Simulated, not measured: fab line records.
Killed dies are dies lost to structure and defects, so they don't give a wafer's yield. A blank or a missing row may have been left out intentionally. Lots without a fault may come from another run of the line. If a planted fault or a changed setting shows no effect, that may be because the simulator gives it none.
One fault through the eyes of 2 desks    flow berkeleyCmos170    each desk has only its own numbers; what lay behind them comes last

## THE METROLOGY DESK
What the gauges read, lot by lot, whatever tool the lot ran on: means of the sampled wafers that have a number. Marked OUT: a lot whose mean sits more than 4 standard deviations from the usual mean, which makes it out of limits; the brackets give that distance.
Columns: A = NWELL_TW at UCB170_NWELL_TW_MEAS_16, usual 1253
lot   first seen here  A
L134  day 2 08:17      1260
L133  day 2 08:40      1259
L136  day 2 21:08      1247
L139  day 3 12:22      1249
L142  day 4 01:58      1247
L143  day 4 05:03      1253
L145  day 4 15:31      1256
L146  day 5 00:13      1254
L150  day 5 19:11      1403 (+23) OUT
L151  day 6 05:50      1402 (+23) OUT
L153  day 6 10:54      1260
L154  day 6 17:44      1258
L155  day 6 19:38      1253
L156  day 6 22:32      1260
This desk reports L150, L151 out of limits; the earliest was L150 at day 5 19:11 (NWELL_TW at UCB170_NWELL_TW_MEAS_16). L134, L133, L136, L139, L142, L143, L145, L146, L153, L154, L155, L156 stayed within limits.

## DESK OF THE TOOL OWNER: implanter-02
The tool's own readings at UCB170_NWELL_IMPLANT_14, given as means over the sampled wafers that have a number, one for each lot that went through this tool. Marked OUT: a lot whose mean sits more than 4 standard deviations from the usual mean, which makes it out of limits; the brackets give that distance.
Columns: A = doseIonsCm2 at UCB170_NWELL_IMPLANT_14, usual 1.0002e+13; B = faradayCurrentUA at UCB170_NWELL_IMPLANT_14, usual 31.6
lot   first seen here  A                             B
L139  day 3 12:07      1.0013e+13                    32.0
L142  day 4 01:43      9.9983e+12                    31.8
L146  day 4 23:59      9.9930e+12                    32.2
L150  day 5 18:53      1.4100e+13 (+99 or more) OUT  45.4 (+22) OUT
L151  day 6 05:37      1.4105e+13 (+99 or more) OUT  44.0 (+20) OUT
This desk finds L150, L151 out of limits, L150 being first, at day 5 18:53 (doseIonsCm2 at UCB170_NWELL_IMPLANT_14). L139, L142, L146 stayed within limits.

## ALL TOGETHER
At day 5 18:53, on L150, L151, the tool owner's desk was in a position to raise an alarm.
At day 5 19:11 the metrology desk could have sounded an alarm, on L150, L151.
The lots listed all ran UCB170_NWELL_IMPLANT_14 on implanter-02.

## WHAT THE SIMULATOR HAD PUT IN
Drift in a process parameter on implanter-02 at UCB170_NWELL_IMPLANT_14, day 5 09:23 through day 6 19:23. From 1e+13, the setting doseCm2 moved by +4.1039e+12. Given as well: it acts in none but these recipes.
Struck lots among those shown: L150, L151.
Hours from the fault's start to each desk's first reading out of limits: the tool owner's desk, 9; the metrology desk, 10.
